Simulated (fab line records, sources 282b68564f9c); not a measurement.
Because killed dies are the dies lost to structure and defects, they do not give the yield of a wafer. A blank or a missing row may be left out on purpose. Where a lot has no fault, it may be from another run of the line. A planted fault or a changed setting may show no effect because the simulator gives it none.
Check of tool commonality :: flow rit_cmos :: 14 lots and 48 wafers in the sample

## THE REASON FOR OPENING IT
At RIT_NWELL_TW_MEAS_10 the reading NWELL_TW is flagged on 2 of 14 lots. Fault-free wafers read 2150, with a standard deviation of 35.
Rule: a lot is flagged in two cases, either no wafer of it has a number, or all its wafers with numbers fall more than 4 standard deviations from that mean. As for the other lots, they are considered sound.

lot: L609
measured: day 1 23:35
on: film_metro-01
NWELL_TW, wafer by wafer: 2181 2184 2187
flag: 

lot: L611
measured: day 2 07:28
on: film_metro-02
NWELL_TW, wafer by wafer: 2104 2115 2106
flag: 

lot: L612
measured: day 2 13:02
on: film_metro-02
NWELL_TW, wafer by wafer: 2098 2097 2105
flag: 

lot: L613
measured: day 2 20:32
on: film_metro-01
NWELL_TW, wafer by wafer: 2194 2190 2187
flag: 

lot: L614
measured: day 3 00:11
on: film_metro-04
NWELL_TW, wafer by wafer: 2129 2131 2133
flag: 

lot: L615
measured: day 3 06:04
on: film_metro-04
NWELL_TW, wafer by wafer: 2135 2138 2141
flag: 

lot: L616
measured: day 3 09:33
on: film_metro-02
NWELL_TW, wafer by wafer: 2117 2098 2108
flag: 

lot: L617
measured: day 3 14:34
on: film_metro-02
NWELL_TW, wafer by wafer: 2100 2097 2097
flag: 

lot: L619
measured: day 3 22:53
on: film_metro-04
NWELL_TW, wafer by wafer: 1897 1896 1903 1900 1901 1899
flag: FLAGGED

lot: L623
measured: day 5 02:16
on: film_metro-01
NWELL_TW, wafer by wafer: 1936 1954 1946 1941 1951 1945
flag: FLAGGED

lot: L624
measured: day 5 05:59
on: film_metro-04
NWELL_TW, wafer by wafer: 2146 2159 2158
flag: 

lot: L627
measured: day 5 16:53
on: film_metro-01
NWELL_TW, wafer by wafer: 2176 2190 2188
flag: 

lot: L629
measured: day 6 04:09
on: film_metro-01
NWELL_TW, wafer by wafer: 2202 2206 2205
flag: 

lot: L632
measured: day 6 19:02
on: film_metro-01
NWELL_TW, wafer by wafer: 2194 2192 2201
flag: 
Average over the flagged lots: 1922; offset from the usual -228, equal to -7 standard deviations.

## EACH LOT AND THE TOOL IT RAN ON
The record holds 1 process step before the reading, out of a route of 202 steps. Cell contents, in order: the tool; ch with the chambers the sampled wafers went through; the start.
lot: L609
flag: 
RIT_NWELL_IMPLANT_08: implanter-03 ch 0, day 1 23:14

lot: L611
flag: 
RIT_NWELL_IMPLANT_08: implanter-03 ch 0, day 2 07:10

lot: L612
flag: 
RIT_NWELL_IMPLANT_08: implanter-02 ch 0, day 2 12:44

lot: L613
flag: 
RIT_NWELL_IMPLANT_08: implanter-03 ch 0, day 2 20:13

lot: L614
flag: 
RIT_NWELL_IMPLANT_08: implanter-02 ch 0, day 2 23:53

lot: L615
flag: 
RIT_NWELL_IMPLANT_08: implanter-04 ch 0, day 3 05:45

lot: L616
flag: 
RIT_NWELL_IMPLANT_08: implanter-03 ch 0, day 3 09:13

lot: L617
flag: 
RIT_NWELL_IMPLANT_08: implanter-04 ch 0, day 3 14:16

lot: L619
flag: FLAGGED
RIT_NWELL_IMPLANT_08: implanter-04 ch 0, day 3 22:34

lot: L623
flag: FLAGGED
RIT_NWELL_IMPLANT_08: implanter-04 ch 0, day 5 01:56

lot: L624
flag: 
RIT_NWELL_IMPLANT_08: implanter-03 ch 0, day 5 05:40

lot: L627
flag: 
RIT_NWELL_IMPLANT_08: implanter-03 ch 0, day 5 16:33

lot: L629
flag: 
RIT_NWELL_IMPLANT_08: implanter-03 ch 0, day 6 03:49

lot: L632
flag: 
RIT_NWELL_IMPLANT_08: implanter-03 ch 0, day 6 18:45
What these steps do:
- RIT_NWELL_IMPLANT_08
- RIT_NWELL_TW_MEAS_10

## FLAGGED OVER TOTAL, TOOL BY TOOL (the gauges that took the reading come last)
step: RIT_NWELL_IMPLANT_08
tool: implanter-02
lots run: 2
flagged: 0
share of the flagged lots: none
sound lots run after its first flagged lot: -

step: RIT_NWELL_IMPLANT_08
tool: implanter-03
lots run: 8
flagged: 0
share of the flagged lots: none
sound lots run after its first flagged lot: -

step: RIT_NWELL_IMPLANT_08
tool: implanter-04
lots run: 4
flagged: 2
share of the flagged lots: all
sound lots run after its first flagged lot: 0

step: RIT_NWELL_TW_MEAS_10
tool: film_metro-01
lots run: 6
flagged: 1
share of the flagged lots: some
sound lots run after its first flagged lot: 3 (L627,L629,L632)

step: RIT_NWELL_TW_MEAS_10
tool: film_metro-02
lots run: 4
flagged: 0
share of the flagged lots: none
sound lots run after its first flagged lot: -

step: RIT_NWELL_TW_MEAS_10
tool: film_metro-04
lots run: 4
flagged: 1
share of the flagged lots: some
sound lots run after its first flagged lot: 1 (L624)

## WHAT THE TABLE PERMITS
Rows of the table that ran each flagged lot: 1, that is implanter-04 at RIT_NWELL_IMPLANT_08.
- implanter-04 at RIT_NWELL_IMPLANT_08 ran 4 lots, 2 of them flagged. Last sound lot L617 at day 3 14:16, first flagged lot L619 at day 3 22:34; a fault beginning in between fits. Its own readings lie more than 4 standard deviations out on every wafer of the flagged lots: dose_ions_cm2, faraday_current_uA.
implanter-04 at RIT_NWELL_IMPLANT_08 is the single tool remaining.

## WHAT THE SIMULATOR HAD INSERTED
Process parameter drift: implanter-04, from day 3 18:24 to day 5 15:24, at RIT_NWELL_IMPLANT_08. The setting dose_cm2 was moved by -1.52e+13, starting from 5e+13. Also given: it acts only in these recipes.
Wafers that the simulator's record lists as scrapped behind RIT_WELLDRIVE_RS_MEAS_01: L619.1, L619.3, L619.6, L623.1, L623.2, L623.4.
Shown lots that were struck: L619, L623. The rule above found the same.
